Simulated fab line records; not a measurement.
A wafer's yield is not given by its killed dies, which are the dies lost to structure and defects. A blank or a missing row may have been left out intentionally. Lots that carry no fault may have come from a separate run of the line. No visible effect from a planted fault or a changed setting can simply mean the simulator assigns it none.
A struck lot beside a sound one | flow rit-cmos | 21 out of 202 route steps
Sound: the wafers L556.1, L556.4, L556.6. The struck wafers were L562.1, L562.2, L562.3. The cause is named last.
Each step with rows lists, per side, the tool, then ch with its chambers, then its first start. Under that, the readings that differ: sound wafers | struck wafers | difference of the means | sigmas: that difference in standard deviations of wafers without a fault.
alike: readings with means less than 2 such deviations apart, plus words and numbers identical on both sides. not compared: withheld readings, readings lacking a value on some wafer, bounds such as >300 that could conceal the same value, and numbers that have no deviation in the record and whose values overlap.
A row with sigmas, a row that says differs or no value, or rows on one side alone: a step with any of these is where the two part. Numbers that have no deviation but don't overlap get no sigmas and don't part them. A reading missing from all wafers of one side parts the sides only when that side holds two or more wafers.

first, 2 steps without rows for these wafers: RIT_NSD_HARDBAKE_07 (time 60 s); RIT_NSD_IMPLANT_08.
RIT_NSD_STRIP_09: strips in O2, time 180 s.
  sound on plasma-asher-04 ch 0,1, day 4 16:56; struck on plasma-asher-03 ch 0,1, day 6 04:22
  alike: drypump-motor-current-A
  not compared: rf-hours-counter-h
RIT_NSD_TW_MEAS_10:
  sound: film-metro-04 at day 4 17:07; struck: film-metro-04 at day 6 04:33
  alike: NSD_TW
then, 2 steps without rows for these wafers: RIT_PSD_HMDS_00 (prime time 60 s); RIT_PSD_COAT_01 (resist thk 1000 nm).
RIT_PSD_SOFTBAKE_02: time 62.92 s.
  sound on litho-track-01 ch 0, day 4 17:28; struck on litho-track-01 ch 0, day 6 04:55
  alike: exhaust-pa, plate-sensor-t-centre-C, plate-sensor-t-edge-C
then, 3 steps without rows for these wafers: RIT_PSD_EXPOSE_03 (exposes mask M10, target cd 40900 nm); RIT_PSD_PEB_04; RIT_PSD_DEVELOP_05 (develop time 50 s).
RIT_PSD_OVL_MEAS_06:
  sound: overlay-02 at day 4 18:09; struck: overlay-02 at day 6 05:29
  alike: PSD_OVL
then, 1 step without rows for these wafers: RIT_PSD_HARDBAKE_07 (time 60 s).
RIT_PSD_IMPLANT_08:
  sound on implanter-03 ch 0, day 4 18:20; struck on implanter-02 ch 0, day 6 05:40
  reading                   | sound             | struck            | difference | sigmas
  implant-ion-amu           | 49 49 49          | 75 75 75          | +26        |
  model.implant.drp-nm (nm) | 12.05 12.05 12.05 | 8.906 8.906 8.906 | -3.144     |
  model.implant.rp-nm (nm)  | 21.57 21.57 21.57 | 19.71 19.71 19.71 | -1.86      |
  alike: beam-energy-keV, beam-on-s
RIT_PSD_STRIP_09: strips in O2, time 180 s.
  sound on plasma-asher-01 ch 0,1, day 4 18:29; struck on plasma-asher-03 ch 0,1, day 6 05:49
  alike: drypump-motor-current-A
  not compared: rf-hours-counter-h
RIT_PSD_TW_MEAS_10:
  sound: film-metro-04 at day 4 18:40; struck: film-metro-03 at day 6 05:59
  alike: PSD_TW
then, 3 steps without rows for these wafers: RIT_SDANNEAL_CLEAN_00 (cleans in SC1, time 600 s); RIT_SDANNEAL_CLEAN_01 (cleans in dHF, time 30 s); RIT_SDANNEAL_CLEAN_02 (cleans in SC2, time 600 s).
RIT_SDANNEAL_RTA_03: time 5 s.
  sound on rtp-anneal-02 ch 0, day 4 19:06; struck on rtp-anneal-02 ch 0, day 6 06:26
  reading          | sound                | struck               | difference | sigmas
  wafer_temp_C_max | 1052.8 1056.8 1056.7 | 1052.5 1053.0 1053.0 | -2.6       | -2
RIT_SDANNEAL_RS_MEAS_04: measurement is done with a four-point probe.
  sound: film-metro-03 at day 4 19:13; struck: film-metro-03 at day 6 06:29
  reading         | sound                | struck            | difference | sigmas
  PSD_RS (ohm/sq) | 115.71 115.65 115.74 | 50.67 50.55 50.62 | -65.09     | -99 or more
RIT_SDANNEAL_RS_MEAS_05: measurement is done with a four-point probe.
  sound: film-metro-03 at day 4 19:20; struck: film-metro-03 at day 6 06:37
  alike: NSD_RS

## WHERE THEY PART
At RIT_SDANNEAL_RTA_03 first; at RIT_SDANNEAL_RS_MEAS_04 last (within this record only). Later steps at which nothing parts them and some readings are alike: RIT_SDANNEAL_RS_MEAS_05.

WHY: the cause the simulator had injected
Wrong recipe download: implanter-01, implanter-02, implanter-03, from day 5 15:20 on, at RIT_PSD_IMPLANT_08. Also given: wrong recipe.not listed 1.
